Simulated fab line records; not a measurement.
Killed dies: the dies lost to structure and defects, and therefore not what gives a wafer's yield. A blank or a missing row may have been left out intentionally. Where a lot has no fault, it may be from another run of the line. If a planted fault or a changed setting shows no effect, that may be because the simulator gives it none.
What tool caused it? || flow berkeley-cmos170 || 42 wafers from 14 lots sampled at 4 of the route's 331 steps

## WHAT THE GAUGES READ, wafer by wafer
UCB170_V1_THK_MEAS_01. Usual: V1_TEOS_THK typically reads 2002 nm, with standard deviation 22.
{"lot": "L447", "measured": "day 7 14:41", "on": "film-metro-04", "V1_TEOS_THK (nm)": "1977 1987 2029", "flag": ""}
{"lot": "L449", "measured": "day 8 02:40", "on": "film-metro-03", "V1_TEOS_THK (nm)": "1987 1998 2017", "flag": ""}
{"lot": "L450", "measured": "day 8 02:41", "on": "film-metro-01", "V1_TEOS_THK (nm)": "2020 2012 2008", "flag": ""}
{"lot": "L452", "measured": "day 8 11:42", "on": "film-metro-03", "V1_TEOS_THK (nm)": "1981 1993 2001", "flag": ""}
{"lot": "L453", "measured": "day 8 20:33", "on": "film-metro-01", "V1_TEOS_THK (nm)": "1971 1974 1971", "flag": ""}
{"lot": "L454", "measured": "day 8 20:33", "on": "film-metro-03", "V1_TEOS_THK (nm)": "1984 2002 2026", "flag": ""}
{"lot": "L456", "measured": "day 8 20:35", "on": "film-metro-04", "V1_TEOS_THK (nm)": "2033 2035 2032", "flag": ""}
{"lot": "L457", "measured": "day 9 14:36", "on": "film-metro-01", "V1_TEOS_THK (nm)": "1995 2003 2006", "flag": ""}
{"lot": "L458", "measured": "day 9 14:37", "on": "film-metro-04", "V1_TEOS_THK (nm)": "2049 2032 2046", "flag": ""}
{"lot": "L460", "measured": "day 10 00:53", "on": "film-metro-01", "V1_TEOS_THK (nm)": "1948 1981 1975", "flag": ""}
{"lot": "L466", "measured": "day 11 03:46", "on": "film-metro-03", "V1_TEOS_THK (nm)": "2014 1997 2035", "flag": ""}
{"lot": "L468", "measured": "day 11 20:13", "on": "film-metro-04", "V1_TEOS_THK (nm)": "1986 1971 2016", "flag": ""}
{"lot": "L469", "measured": "day 12 04:17", "on": "film-metro-01", "V1_TEOS_THK (nm)": "1964 2001 2005", "flag": ""}
{"lot": "L470", "measured": "day 12 11:38", "on": "film-metro-04", "V1_TEOS_THK (nm)": "1983 1980 2033", "flag": ""}

UCB170_V2_OVL_MEAS_13. Usual: V2_OVL typically reads 1 nm, with standard deviation 6.1.
{"lot": "L447", "measured": "day 7 23:16", "on": "overlay-02", "V2_OVL (nm)": "7 7 9", "flag": ""}
{"lot": "L449", "measured": "day 8 11:16", "on": "overlay-01", "V2_OVL (nm)": "2 -3 -2", "flag": ""}
{"lot": "L450", "measured": "day 8 10:20", "on": "overlay-01", "V2_OVL (nm)": "9 4 2", "flag": ""}
{"lot": "L452", "measured": "day 8 20:31", "on": "overlay-01", "V2_OVL (nm)": "-4 1 -5", "flag": ""}
{"lot": "L453", "measured": "day 9 03:43", "on": "overlay-01", "V2_OVL (nm)": "8 0 6", "flag": ""}
{"lot": "L454", "measured": "day 9 04:00", "on": "overlay-02", "V2_OVL (nm)": "-3 -3 0", "flag": ""}
{"lot": "L456", "measured": "day 9 04:17", "on": "overlay-02", "V2_OVL (nm)": "-15 -7 -11", "flag": ""}
{"lot": "L457", "measured": "day 9 22:00", "on": "overlay-02", "V2_OVL (nm)": "0 1 1", "flag": ""}
{"lot": "L458", "measured": "day 9 22:17", "on": "overlay-01", "V2_OVL (nm)": "1 0 -2", "flag": ""}
{"lot": "L460", "measured": "day 10 09:53", "on": "overlay-02", "V2_OVL (nm)": "6 7 3", "flag": ""}
{"lot": "L466", "measured": "day 11 12:46", "on": "overlay-01", "V2_OVL (nm)": "-4 -5 -4", "flag": ""}
{"lot": "L468", "measured": "day 12 03:44", "on": "overlay-02", "V2_OVL (nm)": "-7 9 -5", "flag": ""}
{"lot": "L469", "measured": "day 12 11:23", "on": "overlay-01", "V2_OVL (nm)": "7 3 2", "flag": ""}
{"lot": "L470", "measured": "day 12 20:34", "on": "overlay-02", "V2_OVL (nm)": "2 8 9", "flag": ""}

## WHAT TOOL EACH LOT RAN ON (gives the tool, then ch and the chambers of the sampled wafers, and finally the start)
{"lot": "L447", "UCB170_M2_METAL_ETCH_18": "rie-metal-03 ch 1, day 7 19:38", "UCB170_M2_STRIP_19": "plasma-asher-04 ch 0,1, day 7 19:50"}
{"lot": "L449", "UCB170_M2_METAL_ETCH_18": "rie-metal-02 ch 0,1, day 8 07:58", "UCB170_M2_STRIP_19": "plasma-asher-02 ch 0,1, day 8 08:09"}
{"lot": "L450", "UCB170_M2_METAL_ETCH_18": "rie-metal-01 ch 0,1, day 8 07:47", "UCB170_M2_STRIP_19": "plasma-asher-04 ch 0,1, day 8 07:56"}
{"lot": "L452", "UCB170_M2_METAL_ETCH_18": "rie-metal-03 ch 0,1, day 8 17:53", "UCB170_M2_STRIP_19": "plasma-asher-02 ch 0,1, day 8 18:04"}
{"lot": "L453", "UCB170_M2_METAL_ETCH_18": "rie-metal-02 ch 0,1, day 9 01:20", "UCB170_M2_STRIP_19": "plasma-asher-02 ch 0,1, day 9 01:32"}
{"lot": "L454", "UCB170_M2_METAL_ETCH_18": "rie-metal-01 ch 0,1, day 9 01:38", "UCB170_M2_STRIP_19": "plasma-asher-04 ch 0,1, day 9 01:49"}
{"lot": "L456", "UCB170_M2_METAL_ETCH_18": "rie-metal-03 ch 0,1, day 9 01:58", "UCB170_M2_STRIP_19": "plasma-asher-02 ch 0,1, day 9 02:08"}
{"lot": "L457", "UCB170_M2_METAL_ETCH_18": "rie-metal-01 ch 0,1, day 9 19:33", "UCB170_M2_STRIP_19": "plasma-asher-04 ch 0,1, day 9 19:44"}
{"lot": "L458", "UCB170_M2_METAL_ETCH_18": "rie-metal-02 ch 0,1, day 9 19:50", "UCB170_M2_STRIP_19": "plasma-asher-01 ch 0,1, day 9 19:59"}
{"lot": "L460", "UCB170_M2_METAL_ETCH_18": "rie-metal-02 ch 0,1, day 10 07:31", "UCB170_M2_STRIP_19": "plasma-asher-04 ch 0,1, day 10 07:43"}
{"lot": "L466", "UCB170_M2_METAL_ETCH_18": "rie-metal-01 ch 0,1, day 11 09:30", "UCB170_M2_STRIP_19": "plasma-asher-02 ch 0,1, day 11 09:41"}
{"lot": "L468", "UCB170_M2_METAL_ETCH_18": "rie-metal-01 ch 0,1, day 12 00:58", "UCB170_M2_STRIP_19": "plasma-asher-01 ch 0,1, day 12 01:10"}
{"lot": "L469", "UCB170_M2_METAL_ETCH_18": "rie-metal-01 ch 0,1, day 12 09:01", "UCB170_M2_STRIP_19": "plasma-asher-02 ch 0,1, day 12 09:12"}
{"lot": "L470", "UCB170_M2_METAL_ETCH_18": "rie-metal-03 ch 1, day 12 17:30", "UCB170_M2_STRIP_19": "plasma-asher-01 ch 0,1, day 12 17:52"}
- UCB170_M2_METAL_ETCH_18: etches Al in Cl2/BCl3, stops on SiO2, target depth 1170 nm, time 195 s.
- UCB170_M2_STRIP_19: strips in O2.

## AS READ BY THE TOOLS THEMSELVES (means over the sampled wafers that have a number; for cases with no such wafer, the mark the record gives instead)
UCB170_M2_METAL_ETCH_18. Usual: drypump-motor-current-A 5.6 A, standard deviation 0.47; oes-product-au 0.856 a.u., standard deviation 0.013; rf-fwd-power-W 598.1 W, standard deviation 1.7; run-length-s 223.1 s, standard deviation 0.44; throttle-valve-pct 24.4 %, standard deviation 0.31.
{"lot": "L447", "tool": "rie-metal-03", "drypump-motor-current-A (A)": 5.6, "oes-product-au (a.u.)": 0.861, "rf-fwd-power-W (W)": 599.1, "run-length-s (s)": 223.3, "throttle-valve-pct (%)": 24.5, "flag": ""}
{"lot": "L449", "tool": "rie-metal-02", "drypump-motor-current-A (A)": 5.9, "oes-product-au (a.u.)": 0.855, "rf-fwd-power-W (W)": 598.1, "run-length-s (s)": 223.3, "throttle-valve-pct (%)": 24.1, "flag": ""}
{"lot": "L450", "tool": "rie-metal-01", "drypump-motor-current-A (A)": 5.5, "oes-product-au (a.u.)": 0.854, "rf-fwd-power-W (W)": 597.9, "run-length-s (s)": 223.0, "throttle-valve-pct (%)": 24.7, "flag": ""}
{"lot": "L452", "tool": "rie-metal-03", "drypump-motor-current-A (A)": 5.3, "oes-product-au (a.u.)": 0.851, "rf-fwd-power-W (W)": 598.6, "run-length-s (s)": 223.0, "throttle-valve-pct (%)": 24.2, "flag": ""}
{"lot": "L453", "tool": "rie-metal-02", "drypump-motor-current-A (A)": 5.4, "oes-product-au (a.u.)": 0.846, "rf-fwd-power-W (W)": 598.1, "run-length-s (s)": 223.6, "throttle-valve-pct (%)": 24.1, "flag": ""}
{"lot": "L454", "tool": "rie-metal-01", "drypump-motor-current-A (A)": 5.6, "oes-product-au (a.u.)": 0.867, "rf-fwd-power-W (W)": 598.9, "run-length-s (s)": 223.0, "throttle-valve-pct (%)": 24.8, "flag": ""}
{"lot": "L456", "tool": "rie-metal-03", "drypump-motor-current-A (A)": 5.3, "oes-product-au (a.u.)": 0.851, "rf-fwd-power-W (W)": 600.0, "run-length-s (s)": 222.9, "throttle-valve-pct (%)": 24.2, "flag": ""}
{"lot": "L457", "tool": "rie-metal-01", "drypump-motor-current-A (A)": 5.5, "oes-product-au (a.u.)": 0.854, "rf-fwd-power-W (W)": 598.1, "run-length-s (s)": 222.6, "throttle-valve-pct (%)": 24.7, "flag": ""}
{"lot": "L458", "tool": "rie-metal-02", "drypump-motor-current-A (A)": 5.4, "oes-product-au (a.u.)": 0.787, "rf-fwd-power-W (W)": 599.6, "run-length-s (s)": 251.5, "throttle-valve-pct (%)": 24.1, "flag": "OFF"}
{"lot": "L460", "tool": "rie-metal-02", "drypump-motor-current-A (A)": 5.4, "oes-product-au (a.u.)": 0.786, "rf-fwd-power-W (W)": 597.5, "run-length-s (s)": 251.8, "throttle-valve-pct (%)": 24.1, "flag": "OFF"}
{"lot": "L466", "tool": "rie-metal-01", "drypump-motor-current-A (A)": 5.7, "oes-product-au (a.u.)": 0.870, "rf-fwd-power-W (W)": 596.1, "run-length-s (s)": 223.1, "throttle-valve-pct (%)": 24.8, "flag": ""}
{"lot": "L468", "tool": "rie-metal-01", "drypump-motor-current-A (A)": 5.7, "oes-product-au (a.u.)": 0.869, "rf-fwd-power-W (W)": 598.2, "run-length-s (s)": 223.0, "throttle-valve-pct (%)": 24.8, "flag": ""}
{"lot": "L469", "tool": "rie-metal-01", "drypump-motor-current-A (A)": 5.7, "oes-product-au (a.u.)": 0.874, "rf-fwd-power-W (W)": 598.0, "run-length-s (s)": 222.7, "throttle-valve-pct (%)": 24.8, "flag": ""}
{"lot": "L470", "tool": "rie-metal-03", "drypump-motor-current-A (A)": 5.6, "oes-product-au (a.u.)": 0.854, "rf-fwd-power-W (W)": 597.4, "run-length-s (s)": 223.3, "throttle-valve-pct (%)": 24.5, "flag": ""}

UCB170_M2_STRIP_19. Usual: drypump-motor-current-A 5.49 A, standard deviation 0.1; oes-product-au 0.543 a.u., standard deviation 0.011.
{"lot": "L447", "tool": "plasma-asher-04", "drypump-motor-current-A (A)": 5.42, "oes-product-au (a.u.)": 0.538, "flag": ""}
{"lot": "L449", "tool": "plasma-asher-02", "drypump-motor-current-A (A)": 5.56, "oes-product-au (a.u.)": 0.537, "flag": ""}
{"lot": "L450", "tool": "plasma-asher-04", "drypump-motor-current-A (A)": 5.42, "oes-product-au (a.u.)": 0.551, "flag": ""}
{"lot": "L452", "tool": "plasma-asher-02", "drypump-motor-current-A (A)": 5.57, "oes-product-au (a.u.)": 0.540, "flag": ""}
{"lot": "L453", "tool": "plasma-asher-02", "drypump-motor-current-A (A)": 5.56, "oes-product-au (a.u.)": 0.539, "flag": ""}
{"lot": "L454", "tool": "plasma-asher-04", "drypump-motor-current-A (A)": 5.43, "oes-product-au (a.u.)": 0.548, "flag": ""}
{"lot": "L456", "tool": "plasma-asher-02", "drypump-motor-current-A (A)": 5.57, "oes-product-au (a.u.)": 0.534, "flag": ""}
{"lot": "L457", "tool": "plasma-asher-04", "drypump-motor-current-A (A)": 5.42, "oes-product-au (a.u.)": 0.549, "flag": ""}
{"lot": "L458", "tool": "plasma-asher-01", "drypump-motor-current-A (A)": 5.43, "oes-product-au (a.u.)": 0.449, "flag": "OFF"}
{"lot": "L460", "tool": "plasma-asher-04", "drypump-motor-current-A (A)": 5.49, "oes-product-au (a.u.)": 0.440, "flag": "OFF"}
{"lot": "L466", "tool": "plasma-asher-02", "drypump-motor-current-A (A)": 5.51, "oes-product-au (a.u.)": 0.538, "flag": ""}
{"lot": "L468", "tool": "plasma-asher-01", "drypump-motor-current-A (A)": 5.49, "oes-product-au (a.u.)": 0.540, "flag": ""}
{"lot": "L469", "tool": "plasma-asher-02", "drypump-motor-current-A (A)": 5.51, "oes-product-au (a.u.)": 0.546, "flag": ""}
{"lot": "L470", "tool": "plasma-asher-01", "drypump-motor-current-A (A)": 5.51, "oes-product-au (a.u.)": 0.557, "flag": ""}

## THE ANSWER, worked out from the rows above alone
Rule: take the mean of a lot's wafers that have a number; if it is more than 3 standard deviations from the usual mean, the lot is off. A lot without any number at a reading at which 4 lots or more have one is off too. The other lots that the step has rows for count as sound. After the gauges, taken in route order, come the tools' own readings; for these a lot's mean is taken, as printed above. At the first step where some lot is off, the reading lying furthest off is the one used; lots without a number count as furthest.
Off: L458, L460 (UCB170_M2_METAL_ETCH_18, run-length-s).
A tool fits if, at that step or a process step before it, it ran every lot that is off, and no sound lot after the first of them. One candidate fits, namely rie-metal-02 at UCB170_M2_METAL_ETCH_18. A fault onset in the window from L453 (day 9 01:20, its last sound lot) to L458 (day 9 19:50, its first lot off) fits.
The tool's own readings at UCB170_M2_METAL_ETCH_18 bear it out: on the lots that are off they differ by more than 5 times the standard deviation of the sound lots' means. oes-product-au reads 0.786 a.u. there against 0.859 a.u. on the sound lots; run-length-s reads 251.7 s there against 223.1 s on the sound lots.

## WHAT THE SIMULATOR PUT IN
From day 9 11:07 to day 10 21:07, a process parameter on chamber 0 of rie-metal-02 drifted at UCB170_M2_METAL_ETCH_18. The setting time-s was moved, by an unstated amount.
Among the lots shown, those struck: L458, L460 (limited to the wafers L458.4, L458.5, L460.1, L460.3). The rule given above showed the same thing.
